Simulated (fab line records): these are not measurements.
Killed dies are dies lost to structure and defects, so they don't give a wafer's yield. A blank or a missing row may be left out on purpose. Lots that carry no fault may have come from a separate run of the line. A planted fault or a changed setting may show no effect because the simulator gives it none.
Split-lot trial :: flow rit cmos :: route with 202 steps; 5 lots, 23 wafers read

## ABOUT THE SPLIT
At RIT_PWELL_IMPLANT_08, the setting energy kev was moved away from the recipe's 170 on 5 of the 23 wafers read, by -4.1% to +1.7%. All remaining wafers had this setting at the recipe value.

The reading comes from the split's own step.

## THE READING
In nm, at RIT_PWELL_IMPLANT_08: implant.drp nm, which is the simulator's own figure and was read by no gauge. There is no usual value for it anywhere in the file.

wafer: L074.1
tool, chamber at the split: implanter-02, 0
energy kev as run: 170
against the recipe: recipe
implant.drp nm, nm: 102.9
against lot-mates on the recipe: -

wafer: L074.2
tool, chamber at the split: implanter-02, 0
energy kev as run: 170
against the recipe: recipe
implant.drp nm, nm: 102.9
against lot-mates on the recipe: -

wafer: L074.3
tool, chamber at the split: implanter-02, 0
energy kev as run: 170
against the recipe: recipe
implant.drp nm, nm: 102.9
against lot-mates on the recipe: -

wafer: L074.5
tool, chamber at the split: implanter-02, 0
energy kev as run: 170
against the recipe: recipe
implant.drp nm, nm: 102.9
against lot-mates on the recipe: -

wafer: L074.6
tool, chamber at the split: implanter-02, 0
energy kev as run: 170
against the recipe: recipe
implant.drp nm, nm: 102.9
against lot-mates on the recipe: -

wafer: L076.2
tool, chamber at the split: implanter-01, 0
energy kev as run: 170
against the recipe: recipe
implant.drp nm, nm: 102.9
against lot-mates on the recipe: -

wafer: L076.5
tool, chamber at the split: implanter-01, 0
energy kev as run: 170
against the recipe: recipe
implant.drp nm, nm: 102.9
against lot-mates on the recipe: -

wafer: L076.6
tool, chamber at the split: implanter-01, 0
energy kev as run: 170
against the recipe: recipe
implant.drp nm, nm: 102.9
against lot-mates on the recipe: -

wafer: L080.1
tool, chamber at the split: implanter-02, 0
energy kev as run: 170
against the recipe: recipe
implant.drp nm, nm: 102.9
against lot-mates on the recipe: -

wafer: L080.2
tool, chamber at the split: implanter-02, 0
energy kev as run: 170
against the recipe: recipe
implant.drp nm, nm: 102.9
against lot-mates on the recipe: -

wafer: L080.3
tool, chamber at the split: implanter-02, 0
energy kev as run: 170
against the recipe: recipe
implant.drp nm, nm: 102.9
against lot-mates on the recipe: -

wafer: L080.4
tool, chamber at the split: implanter-02, 0
energy kev as run: 170
against the recipe: recipe
implant.drp nm, nm: 102.9
against lot-mates on the recipe: -

wafer: L080.5
tool, chamber at the split: implanter-02, 0
energy kev as run: 170
against the recipe: recipe
implant.drp nm, nm: 102.9
against lot-mates on the recipe: -

wafer: L083.1
tool, chamber at the split: implanter-02, 0
energy kev as run: 163.1
against the recipe: -4.1%
implant.drp nm, nm: 101.4
against lot-mates on the recipe: -1.5

wafer: L083.5
tool, chamber at the split: implanter-02, 0
energy kev as run: 163.1
against the recipe: -4.1%
implant.drp nm, nm: 101.4
against lot-mates on the recipe: -1.5

wafer: L083.2
tool, chamber at the split: implanter-02, 0
energy kev as run: 170
against the recipe: recipe
implant.drp nm, nm: 102.9
against lot-mates on the recipe: -

wafer: L083.3
tool, chamber at the split: implanter-02, 0
energy kev as run: 170
against the recipe: recipe
implant.drp nm, nm: 102.9
against lot-mates on the recipe: -

wafer: L083.4
tool, chamber at the split: implanter-02, 0
energy kev as run: 170
against the recipe: recipe
implant.drp nm, nm: 102.9
against lot-mates on the recipe: -

wafer: L085.1
tool, chamber at the split: implanter-02, 0
energy kev as run: 170
against the recipe: recipe
implant.drp nm, nm: 102.9
against lot-mates on the recipe: -

wafer: L085.3
tool, chamber at the split: implanter-02, 0
energy kev as run: 170
against the recipe: recipe
implant.drp nm, nm: 102.9
against lot-mates on the recipe: -

wafer: L085.2
tool, chamber at the split: implanter-02, 0
energy kev as run: 172.9
against the recipe: +1.7%
implant.drp nm, nm: 103.4
against lot-mates on the recipe: +0.5

wafer: L085.4
tool, chamber at the split: implanter-02, 0
energy kev as run: 172.9
against the recipe: +1.7%
implant.drp nm, nm: 103.4
against lot-mates on the recipe: +0.5

wafer: L085.6
tool, chamber at the split: implanter-02, 0
energy kev as run: 172.9
against the recipe: +1.7%
implant.drp nm, nm: 103.4
against lot-mates on the recipe: +0.5

THE FIT
A straight line over all 23 wafers: implant.drp nm changes by +0.352 nm for each +1% of energy kev; r = +1.00; the points scatter about the line by 0.039 nm.
The same after taking each lot's own level away (the mean of its wafers on the recipe; 23 wafers): +0.352 nm for each +1%; r = +1.00; scatter 0.039 nm.
Per that fit: largest energy kev move, reading shift of 1.4 nm.
The lots' own levels span 102.90 to 102.90 nm.
Consequently the slope shifts little with the lot-to-lot level, the two slopes agreeing.
Check: -1.41 nm against its lot-mates is what the line predicts for one of the wafers moved furthest among these (-4.1%) when that wafer is left out of the fit. It came out at -1.5 nm against them.

## THE OTHER SPLITS THESE WAFERS WENT THROUGH
Other splits were also applied to these wafers ahead of the reading. Each is held against what the fit with the lots' levels taken away leaves over:
other split on the same wafers: RIT_ACTIVE_CVD_03 temp c
wafers away from the commonest value: 10
r with implant.drp nm (lot level and that fit taken away): +0.23

other split on the same wafers: RIT_ACTIVE_EXPOSE_08 dose mj
wafers away from the commonest value: 8
r with implant.drp nm (lot level and that fit taken away): -0.18

other split on the same wafers: RIT_ACTIVE_ETCH_13 over etch frac
wafers away from the commonest value: 5
r with implant.drp nm (lot level and that fit taken away): -0.35

other split on the same wafers: RIT_NWELL_SOFTBAKE_02 temp c
wafers away from the commonest value: 12
r with implant.drp nm (lot level and that fit taken away): -0.11

other split on the same wafers: RIT_NWELL_IMPLANT_08 energy kev
wafers away from the commonest value: 10
r with implant.drp nm (lot level and that fit taken away): +0.18

## FILE'S OWN FIT
implant.drp nm changes by +0.359 nm for each +1% of energy kev, r = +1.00.
